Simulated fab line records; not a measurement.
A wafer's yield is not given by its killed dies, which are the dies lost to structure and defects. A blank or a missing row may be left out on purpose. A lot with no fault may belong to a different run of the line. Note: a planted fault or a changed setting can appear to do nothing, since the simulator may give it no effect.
Which tool did it?	flow berkeley cmos170	route of 331 steps, sampled at 1 step: 14 lots, 42 wafers

WHAT EACH GAUGE READ, for each wafer
UCB170_NWELL_THK_MEAS_02.
lot	measured	on	NWELL_OXIDE_THK (nm)
L595	day 2 03:07	film metro-01	25.7 25.9 25.7
L598	day 2 12:45	film metro-01	26.5 26.9 27.4
L596	day 2 12:46	film metro-02	26.9 26.9 27.3
L599	day 3 01:00	film metro-01	27.4 26.7 27.0
L600	day 3 07:09	film metro-01	26.6 26.8 26.6
L602	day 3 10:31	film metro-04	26.9 26.9 26.8
L603	day 3 23:14	film metro-04	26.2 26.2 26.6
L604	day 3 23:15	film metro-01	27.0 26.9 27.0
L606	day 4 07:37	film metro-02	26.4 26.2 26.3
L605	day 4 07:38	film metro-01	26.2 26.1 26.1
L607	day 4 12:16	film metro-04	26.7 26.7 26.6
L608	day 4 16:12	film metro-02	26.5 26.5 26.5
L609	day 4 23:29	film metro-01	26.9 27.0 27.3
L610	day 5 04:20	film metro-02	26.4 26.2 26.9

WHAT TOOL EACH LOT RAN ON (gives the tool, then ch and the chambers of the sampled wafers, and finally the start)
No process step before these readings appears in the record.

WHAT THE TOOLS THEMSELVES READ (means of the sampled wafers that have a number; where no wafer has one, the mark that the record gives instead)
The record holds no such reading with a usual standard deviation.

THE ANSWER, worked out from the rows above alone
Rule: usual is defined by the lots themselves. The widest of any qualifying gaps counts: lots, ordered by their means at a reading, are off when they make up no more than a third of the lots, leave a main group of 4 or more, and stand apart from it by 3 or more times the standard deviation of that group's means. The tables above print the reading to a certain number of digits; a main group whose means all agree to those digits is not used. Also off: a lot with no number at a reading for which 4 or more lots have one. All remaining lots with rows at the step are treated as sound. After the gauges, taken in route order, come the tools' own readings; for these a lot's mean is taken, as printed above. The first step at which some lot is off is used, and at that step the reading that is off furthest; a lot without a number counts as furthest.
No lot is off on any of the readings shown, so nothing can be concluded from this.

WHAT THE SIMULATOR PUT IN
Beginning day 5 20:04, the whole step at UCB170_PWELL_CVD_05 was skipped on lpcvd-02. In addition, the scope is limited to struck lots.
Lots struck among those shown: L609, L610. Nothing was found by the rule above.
